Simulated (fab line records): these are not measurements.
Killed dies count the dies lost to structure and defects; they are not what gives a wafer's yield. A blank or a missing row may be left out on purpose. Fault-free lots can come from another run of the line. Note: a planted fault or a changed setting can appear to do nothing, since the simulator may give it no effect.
Which of the tools did it? ; flow berkeley-cmos170 ; 45 wafers from 15 lots sampled at 2 of the route's 331 steps

## WHAT EACH GAUGE READ, for each wafer
UCB170_SDANNEAL_RS_MEAS_04: the measuring method here is four-point-probe.
lot;measured;on;PLDD_RS (ohm/sq)
L594;day 6 10:26;film-metro-01;1028.3 1029.2 1030.2
L593;day 6 15:02;film-metro-04;1029.7 1028.6 1031.2
L595;day 7 09:46;film-metro-04;1033.5 1030.7 1034.1
L597;day 7 21:48;film-metro-03;1029.2 1030.2 1028.3
L598;day 7 22:40;film-metro-01;1029.1 1025.4 1024.9
L599;day 7 22:13;film-metro-04;1036.0 1036.7 1032.5
L600;day 8 08:19;film-metro-04;1030.9 1034.9 1028.5
L601;day 8 07:26;film-metro-04;1034.1 1034.4 1031.2
L602;day 9 03:07;film-metro-04;1033.2 1032.9 1036.6
L608;day 10 00:56;film-metro-01;1034.7 1029.5 1031.8
L609;day 10 00:26;film-metro-04;1038.1 1034.9 1037.4
L611;day 10 16:48;film-metro-04;1009.9 1006.1 1006.1
L612;day 10 16:55;film-metro-03;1004.0 1000.5 1004.8
L613;day 10 16:56;film-metro-01;1004.7 1004.6 1004.5
L616;day 11 00:26;film-metro-04;1033.2 1031.2 1032.5

## WHICH TOOL RAN EACH LOT (tool, then ch and the chambers of the sampled wafers, then the start)
lot;UCB170_SPACER_ANNEAL_02
L594;furnace-04 ch 0, day 6 04:20
L593;furnace-03 ch 0, day 6 08:26
L595;furnace-04 ch 0, day 7 02:34
L597;furnace-03 ch 0, day 7 12:10
L598;furnace-03 ch 0, day 7 12:10
L599;furnace-03 ch 0, day 7 12:10
L600;furnace-01 ch 0, day 8 00:51
L601;furnace-01 ch 0, day 8 00:51
L602;furnace-01 ch 0, day 8 19:24
L608;furnace-04 ch 0, day 9 16:24
L609;furnace-04 ch 0, day 9 16:24
L611;furnace-04 ch 0, day 10 06:11
L612;furnace-04 ch 0, day 10 06:11
L613;furnace-04 ch 0, day 10 06:11
L616;furnace-01 ch 0, day 10 16:05
- UCB170_SPACER_ANNEAL_02: time 1800 s.

## AS READ BY THE TOOLS THEMSELVES (means over the sampled wafers that have a number; for cases with no such wafer, the mark the record gives instead)
UCB170_SPACER_ANNEAL_02.
lot;tool;spike-tc-centre-C (C);spike-tc-load-C (C);tube-center-temp-C (C);tube_center_temp_C_max
L594;furnace-04;901.3;924.8;899.98;902.0
L593;furnace-03;901.8;925.9;900.09;902.3
L595;furnace-04;901.8;925.0;899.92;902.0
L597;furnace-03;902.0;927.2;899.98;902.1
L598;furnace-03;901.7;927.8;899.97;902.4
L599;furnace-03;900.7;926.2;900.03;902.1
L600;furnace-01;904.2;925.2;900.01;902.4
L601;furnace-01;903.9;925.2;899.99;902.3
L602;furnace-01;903.5;925.8;899.96;902.5
L608;furnace-04;902.3;925.0;900.01;902.5
L609;furnace-04;901.8;925.7;900.16;902.9
L611;furnace-04;907.8;933.3;907.59;910.0
L612;furnace-04;909.0;933.2;907.71;910.3
L613;furnace-04;908.6;932.5;907.71;909.8
L616;furnace-01;903.7;925.4;900.03;902.4

## THE ANSWER, worked out from the rows above alone
Rule: usual is defined by the lots themselves. The widest of any qualifying gaps counts: lots, ordered by their means at a reading, are off when they make up no more than a third of the lots, leave a main group of 4 or more, and stand apart from it by 3 or more times the standard deviation of that group's means. The tables above print the reading to a certain number of digits; a main group whose means all agree to those digits is not used. A lot without any number at a reading at which 4 lots or more have one is off too. Where the step has rows for the other lots, those lots are counted as sound. First the gauges in route order, then the tools' own readings, where a lot's mean is used as printed above. At the first step where some lot is off, the reading lying furthest off is the one used; lots without a number count as furthest.
Off: at UCB170_SDANNEAL_RS_MEAS_04 (PLDD_RS), L611, L612, L613. The main group has a mean of 1031.9 ohm/sq with a standard deviation of 2.7.
If a tool, at a process step before that reading, ran all the lots that are off and no sound lot after the first of them, it fits. Not tried: the gauges at UCB170_SDANNEAL_RS_MEAS_04; whatever is off there is also off at UCB170_SPACER_ANNEAL_02, on other tools, and gauge error can't account for it. One fits: furnace-04 at UCB170_SPACER_ANNEAL_02. Its last sound lot is L608 (day 9 16:24), its first lot that is off L611 (day 10 06:11): a fault that began between those two fits.
The tool's own readings at UCB170_SPACER_ANNEAL_02 bear it out: on the lots that are off they differ by more than 5 times the standard deviation of the sound lots' means. spike-tc-centre-C reads 908.5 C there against 902.4 C on the sound lots; spike-tc-load-C reads 933.0 C there against 925.8 C on the sound lots; tube-center-temp-C reads 907.67 C there against 900.01 C on the sound lots; tube_center_temp_C_max reads 910.0 there against 902.3 on the sound lots.

## WHAT THE SIMULATOR HAD INSERTED
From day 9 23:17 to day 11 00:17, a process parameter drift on furnace-04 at UCB170_SPACER_ANNEAL_02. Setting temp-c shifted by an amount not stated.
Lots struck among those shown: L611, L612, L613. The rule above found the same.
